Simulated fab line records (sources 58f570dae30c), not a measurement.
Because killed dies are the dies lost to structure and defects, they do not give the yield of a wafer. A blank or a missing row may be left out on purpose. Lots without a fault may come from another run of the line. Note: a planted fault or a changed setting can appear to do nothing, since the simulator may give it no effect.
Which tool is to blame? || flow berkeleyCmos170 || 14 lots, 42 wafers sampled, at 4 steps of a route of 331

## WHAT EACH GAUGE READ, for each wafer
UCB170_WELLDRIVE_THK_MEAS_02.
{"lot": "L900", "measured": "day 3 09:01", "on": "filmMetro-01", "WELLDRIVE_OXIDE_THK (nm)": "201 201 199"}
{"lot": "L901", "measured": "day 3 16:40", "on": "filmMetro-02", "WELLDRIVE_OXIDE_THK (nm)": "201 200 203"}
{"lot": "L903", "measured": "day 4 10:50", "on": "filmMetro-03", "WELLDRIVE_OXIDE_THK (nm)": "197 199 200"}
{"lot": "L904", "measured": "day 4 10:53", "on": "filmMetro-03", "WELLDRIVE_OXIDE_THK (nm)": "199 200 196"}
{"lot": "L905", "measured": "day 4 10:56", "on": "filmMetro-03", "WELLDRIVE_OXIDE_THK (nm)": "196 196 198"}
{"lot": "L906", "measured": "day 4 16:02", "on": "filmMetro-01", "WELLDRIVE_OXIDE_THK (nm)": "196 199 196"}
{"lot": "L907", "measured": "day 4 21:22", "on": "filmMetro-03", "WELLDRIVE_OXIDE_THK (nm)": "197 198 194"}
{"lot": "L908", "measured": "day 5 05:01", "on": "filmMetro-02", "WELLDRIVE_OXIDE_THK (nm)": "196 199 198"}
{"lot": "L910", "measured": "day 5 08:31", "on": "filmMetro-01", "WELLDRIVE_OXIDE_THK (nm)": "204 205 203"}
{"lot": "L912", "measured": "day 5 16:23", "on": "filmMetro-03", "WELLDRIVE_OXIDE_THK (nm)": "196 198 197"}
{"lot": "L911", "measured": "day 5 20:27", "on": "filmMetro-01", "WELLDRIVE_OXIDE_THK (nm)": "194 194 196"}
{"lot": "L914", "measured": "day 6 11:59", "on": "filmMetro-01", "WELLDRIVE_OXIDE_THK (nm)": "200 202 197"}
{"lot": "L915", "measured": "day 6 17:38", "on": "filmMetro-03", "WELLDRIVE_OXIDE_THK (nm)": "194 191 192"}
{"lot": "L918", "measured": "day 7 02:08", "on": "filmMetro-03", "WELLDRIVE_OXIDE_THK (nm)": "196 197 196"}

UCB170_ACTIVE_THK_MEAS_03.
{"lot": "L900", "measured": "day 3 14:16", "on": "filmMetro-01", "ACTIVE_OXIDE_THK (nm)": "25.5 25.8 25.1"}
{"lot": "L901", "measured": "day 4 02:21", "on": "filmMetro-01", "ACTIVE_OXIDE_THK (nm)": "26.2 26.1 25.6"}
{"lot": "L903", "measured": "day 4 19:56", "on": "filmMetro-04", "ACTIVE_OXIDE_THK (nm)": "26.3 26.3 26.4"}
{"lot": "L904", "measured": "day 4 19:56", "on": "filmMetro-01", "ACTIVE_OXIDE_THK (nm)": "26.0 26.2 26.0"}
{"lot": "L905", "measured": "day 4 19:56", "on": "filmMetro-02", "ACTIVE_OXIDE_THK (nm)": "26.1 25.9 25.8"}
{"lot": "L906", "measured": "day 4 22:43", "on": "filmMetro-02", "ACTIVE_OXIDE_THK (nm)": "26.5 26.6 26.4"}
{"lot": "L907", "measured": "day 5 06:49", "on": "filmMetro-04", "ACTIVE_OXIDE_THK (nm)": "26.1 26.0 26.3"}
{"lot": "L908", "measured": "day 5 12:08", "on": "filmMetro-04", "ACTIVE_OXIDE_THK (nm)": "27.3 26.9 27.2"}
{"lot": "L910", "measured": "day 5 14:22", "on": "filmMetro-04", "ACTIVE_OXIDE_THK (nm)": "26.1 26.3 26.1"}
{"lot": "L912", "measured": "day 6 03:24", "on": "filmMetro-02", "ACTIVE_OXIDE_THK (nm)": "25.9 26.3 26.7"}
{"lot": "L911", "measured": "day 6 03:27", "on": "filmMetro-02", "ACTIVE_OXIDE_THK (nm)": "26.8 26.3 26.1"}
{"lot": "L914", "measured": "day 6 22:08", "on": "filmMetro-02", "ACTIVE_OXIDE_THK (nm)": "25.6 26.0 25.8"}
{"lot": "L915", "measured": "day 7 03:11", "on": "filmMetro-04", "ACTIVE_OXIDE_THK (nm)": "25.8 25.9 26.1"}
{"lot": "L918", "measured": "day 7 10:32", "on": "filmMetro-04", "ACTIVE_OXIDE_THK (nm)": "26.3 26.4 26.4"}

UCB170_ACTIVE_CD_MEAS_90 targets a cd of 1200 nm.
{"lot": "L900", "measured": "day 3 21:23", "on": "cdSem-02", "cdNm (nm)": "1200.7 1201.1 1201.8"}
{"lot": "L901", "measured": "day 4 07:18", "on": "cdSem-01", "cdNm (nm)": "1199.0 1199.1 1200.4"}
{"lot": "L903", "measured": "day 5 03:32", "on": "cdSem-02", "cdNm (nm)": "1198.5 1196.5 1198.8"}
{"lot": "L904", "measured": "day 5 04:16", "on": "cdSem-01", "cdNm (nm)": "1200.3 1199.8 1199.3"}
{"lot": "L905", "measured": "day 5 04:13", "on": "cdSem-02", "cdNm (nm)": "1200.2 1202.4 1202.5"}
{"lot": "L906", "measured": "day 5 08:16", "on": "cdSem-01", "cdNm (nm)": "1199.7 1200.5 1199.2"}
{"lot": "L907", "measured": "day 5 12:37", "on": "cdSem-01", "cdNm (nm)": "1200.1 1198.6 1199.5"}
{"lot": "L908", "measured": "day 5 18:11", "on": "cdSem-02", "cdNm (nm)": "1199.4 1197.6 1198.2"}
{"lot": "L910", "measured": "day 5 23:13", "on": "cdSem-01", "cdNm (nm)": "1198.4 1198.3 1198.2"}
{"lot": "L912", "measured": "day 6 11:13", "on": "cdSem-01", "cdNm (nm)": "1199.8 1200.5 1200.7"}
{"lot": "L911", "measured": "day 6 11:11", "on": "cdSem-02", "cdNm (nm)": "1198.1 1199.2 1200.1"}
{"lot": "L914", "measured": "day 7 05:08", "on": "cdSem-01", "cdNm (nm)": "1202.1 1201.8 1203.4"}
{"lot": "L915", "measured": "day 7 11:31", "on": "cdSem-01", "cdNm (nm)": "1198.1 1197.5 1197.6"}
{"lot": "L918", "measured": "day 7 18:25", "on": "cdSem-02", "cdNm (nm)": "1203.7 1201.4 1201.9"}

## EACH LOT AND THE TOOL THAT RAN IT (in order: tool; ch and the chambers of the sampled wafers; start)
{"lot": "L900", "UCB170_ACTIVE_STRIP_16": "plasmaAsher-04 ch 0,1, day 3 21:17"}
{"lot": "L901", "UCB170_ACTIVE_STRIP_16": "plasmaAsher-03 ch 0,1, day 4 07:07"}
{"lot": "L903", "UCB170_ACTIVE_STRIP_16": "plasmaAsher-04 ch 0,1, day 5 03:25"}
{"lot": "L904", "UCB170_ACTIVE_STRIP_16": "plasmaAsher-02 ch 0,1, day 5 04:09"}
{"lot": "L905", "UCB170_ACTIVE_STRIP_16": "plasmaAsher-03 ch 0,1, day 5 04:07"}
{"lot": "L906", "UCB170_ACTIVE_STRIP_16": "plasmaAsher-02 ch 0,1, day 5 08:10"}
{"lot": "L907", "UCB170_ACTIVE_STRIP_16": "plasmaAsher-04 ch 0,1, day 5 12:31"}
{"lot": "L908", "UCB170_ACTIVE_STRIP_16": "plasmaAsher-03 ch 1, day 5 18:05"}
{"lot": "L910", "UCB170_ACTIVE_STRIP_16": "plasmaAsher-02 ch 0,1, day 5 23:07"}
{"lot": "L912", "UCB170_ACTIVE_STRIP_16": "plasmaAsher-02 ch 0,1, day 6 11:04"}
{"lot": "L911", "UCB170_ACTIVE_STRIP_16": "plasmaAsher-04 ch 1, day 6 11:04"}
{"lot": "L914", "UCB170_ACTIVE_STRIP_16": "plasmaAsher-04 ch 0,1, day 7 05:01"}
{"lot": "L915", "UCB170_ACTIVE_STRIP_16": "plasmaAsher-02 ch 0,1, day 7 11:23"}
{"lot": "L918", "UCB170_ACTIVE_STRIP_16": "plasmaAsher-02 ch 0,1, day 7 18:17"}
- UCB170_ACTIVE_STRIP_16: strips in O2.

## WHAT THE TOOLS THEMSELVES READ (means of the sampled wafers that have a number; where no wafer has one, the mark that the record gives instead)
UCB170_ACTIVE_STRIP_16.
{"lot": "L900", "tool": "plasmaAsher-04", "chamberPressureMTorr (mTorr)": 3500, "drypumpMotorCurrentA (A)": 6.4, "oesProductAu (a.u.)": 0.720, "stripTimeToEndpointS (s)": 17.96}
{"lot": "L901", "tool": "plasmaAsher-03", "chamberPressureMTorr (mTorr)": 3499, "drypumpMotorCurrentA (A)": 5.5, "oesProductAu (a.u.)": 0.721, "stripTimeToEndpointS (s)": 18.19}
{"lot": "L903", "tool": "plasmaAsher-04", "chamberPressureMTorr (mTorr)": 3505, "drypumpMotorCurrentA (A)": 6.1, "oesProductAu (a.u.)": 0.720, "stripTimeToEndpointS (s)": 17.95}
{"lot": "L904", "tool": "plasmaAsher-02", "chamberPressureMTorr (mTorr)": 3499, "drypumpMotorCurrentA (A)": 5.7, "oesProductAu (a.u.)": 0.721, "stripTimeToEndpointS (s)": 18.16}
{"lot": "L905", "tool": "plasmaAsher-03", "chamberPressureMTorr (mTorr)": 3499, "drypumpMotorCurrentA (A)": 5.4, "oesProductAu (a.u.)": 0.721, "stripTimeToEndpointS (s)": 18.18}
{"lot": "L906", "tool": "plasmaAsher-02", "chamberPressureMTorr (mTorr)": 3500, "drypumpMotorCurrentA (A)": 5.7, "oesProductAu (a.u.)": 0.722, "stripTimeToEndpointS (s)": 18.22}
{"lot": "L907", "tool": "plasmaAsher-04", "chamberPressureMTorr (mTorr)": 3498, "drypumpMotorCurrentA (A)": 6.4, "oesProductAu (a.u.)": 0.720, "stripTimeToEndpointS (s)": 18.07}
{"lot": "L908", "tool": "plasmaAsher-03", "chamberPressureMTorr (mTorr)": 3501, "drypumpMotorCurrentA (A)": 5.4, "oesProductAu (a.u.)": 0.723, "stripTimeToEndpointS (s)": 18.01}
{"lot": "L910", "tool": "plasmaAsher-02", "chamberPressureMTorr (mTorr)": 3501, "drypumpMotorCurrentA (A)": 5.7, "oesProductAu (a.u.)": 0.718, "stripTimeToEndpointS (s)": 17.97}
{"lot": "L912", "tool": "plasmaAsher-02", "chamberPressureMTorr (mTorr)": 3504, "drypumpMotorCurrentA (A)": 5.7, "oesProductAu (a.u.)": 0.721, "stripTimeToEndpointS (s)": 18.16}
{"lot": "L911", "tool": "plasmaAsher-04", "chamberPressureMTorr (mTorr)": 3499, "drypumpMotorCurrentA (A)": 5.9, "oesProductAu (a.u.)": 0.720, "stripTimeToEndpointS (s)": 18.03}
{"lot": "L914", "tool": "plasmaAsher-04", "chamberPressureMTorr (mTorr)": "-", "drypumpMotorCurrentA (A)": "-", "oesProductAu (a.u.)": "-", "stripTimeToEndpointS (s)": "-"}
{"lot": "L915", "tool": "plasmaAsher-02", "chamberPressureMTorr (mTorr)": "-", "drypumpMotorCurrentA (A)": "-", "oesProductAu (a.u.)": "-", "stripTimeToEndpointS (s)": "-"}
{"lot": "L918", "tool": "plasmaAsher-02", "chamberPressureMTorr (mTorr)": 3501, "drypumpMotorCurrentA (A)": 5.7, "oesProductAu (a.u.)": 0.721, "stripTimeToEndpointS (s)": 18.08}

## THE ANSWER, worked out from the rows above alone
Rule: the usual values come from the lots themselves. Put in order of their means at a reading, lots are off if they are a third of the lots or fewer, leave a main group of 4 or more, and stand apart from it by a gap of 3 or more times the standard deviation of the main group's means; of several such gaps the widest counts. The tables above print the reading to a certain number of digits; a main group whose means all agree to those digits is not used. A lot without any number at a reading at which 4 lots or more have one is off too. Where the step has rows for the other lots, those lots are counted as sound. The gauges are gone through in route order, then the tools' own readings, and for those a lot's mean is taken as printed above. The first step at which some lot is off is used, and at that step the reading that is off furthest; a lot without a number counts as furthest.
Off: L914, L915, at UCB170_ACTIVE_STRIP_16 (chamberPressureMTorr). Without a number there: L914, L915. Mean 3500 mTorr and standard deviation 2 in the main group.
A tool fits if, at that step or a process step before it, it ran every lot that is off, and no sound lot after the first of them. None of those tried fits.

## WHAT WAS PUT IN BY THE SIMULATOR
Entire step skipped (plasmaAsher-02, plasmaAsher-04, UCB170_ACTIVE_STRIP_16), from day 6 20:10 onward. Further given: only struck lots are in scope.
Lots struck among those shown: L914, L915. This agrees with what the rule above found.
